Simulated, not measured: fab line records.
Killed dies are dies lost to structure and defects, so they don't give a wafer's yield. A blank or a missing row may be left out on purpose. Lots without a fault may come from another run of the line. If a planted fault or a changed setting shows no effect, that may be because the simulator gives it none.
2 desks looking at one fault    flow berkeley-cmos170    every desk sees just its own numbers, and what lay behind them comes last

## THE METROLOGY DESK
Means of the sampled wafers that have a number, per lot and without regard to the tool the lot ran on: this is what the gauges read. Any lot whose mean is over 4 standard deviations away from the usual mean is out of limits and marked OUT; that distance is given in the brackets.
Columns: A = NWELL_TW at UCB170_NWELL_TW_MEAS_16, usual 1237; B = ACTIVE_OXIDE_THK at UCB170_ACTIVE_THK_MEAS_03, usual 26.1 nm; C = PLDD_TW at UCB170_PLDD_TW_MEAS_11, usual 1009; D = SPACER_TEOS_THK at UCB170_SPACER_THK_MEAS_01, usual 374 nm
lot   first seen here  A     B     C               D
L103  day 2 10:26      1245  26.0  1010            374
L105  day 3 02:54      1238  25.7  1012            374
L106  day 3 03:13      1245  25.7  1009            385
L108  day 3 11:08      1226  26.0  1003            376
L110  day 4 01:47      1234  26.0  1013            366
L109  day 4 01:57      1244  26.7  1020            379
L112  day 4 12:58      1237  26.3  1010            377
L113  day 4 18:40      1247  26.2  943 (-8.7) OUT  374
L116  day 5 02:05      1245  26.0  960 (-6.4) OUT  369
L118  day 5 17:01      1239  26.4  959 (-6.5) OUT  374
L119  day 5 17:16      1236  26.9  1017            371
L121  day 6 05:43      1222  26.7  1013            373
L122  day 6 13:44      1223  25.6  1002            369
L124  day 6 19:26      1232  25.6  997             372
L126  day 7 07:43      1250  25.6  1013            372
Finding of this desk: L113, L116, L118 out of limits, first seen on L113 at day 9 09:38 (PLDD_TW at UCB170_PLDD_TW_MEAS_11). L103, L105, L106, L108, L110, L109, L112, L119, L121, L122, L124, L126 stayed within limits.

## TOOL OWNER'S DESK, implanter-01
The tool's own readings at UCB170_PLDD_IMPLANT_08: means of the sampled wafers that have a number, for each lot that ran on this tool. Any lot whose mean is over 4 standard deviations away from the usual mean is out of limits and marked OUT; that distance is given in the brackets.
Columns: A = tilt-deg at UCB170_PLDD_IMPLANT_08, usual 7.006 degrees
lot   first seen here  A
L103  day 7 10:50      7.011
L105  day 7 21:56      7.007
L108  day 8 13:47      7.007
L113  day 9 09:14      -0.000 (-99 or more) OUT
L116  day 9 09:37      0.029 (-99 or more) OUT
L118  day 10 05:06     0.052 (-99 or more) OUT
This desk's finding: out of limits on L113, L116, L118; first on L113, day 9 09:14 (tilt-deg at UCB170_PLDD_IMPLANT_08). L103, L105, L108 stayed within limits.

## PUT TOGETHER
An alarm could have come from the tool owner's desk at day 9 09:14, on L113, L116, L118.
The metrology desk could have raised an alarm at day 9 09:38, on L113, L116, L118.
The lots listed all ran UCB170_PLDD_IMPLANT_08 on implanter-01.

## WHAT WAS PUT IN BY THE SIMULATOR
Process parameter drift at UCB170_PLDD_IMPLANT_08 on implanter-01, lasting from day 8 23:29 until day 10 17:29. The setting tilt-deg was moved by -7, starting from 7. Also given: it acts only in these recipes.
Lots struck among those shown: L113, L116, L118.
Fault start to first reading out of limits, in hours, per desk: tool owner, 10; metrology, 10.
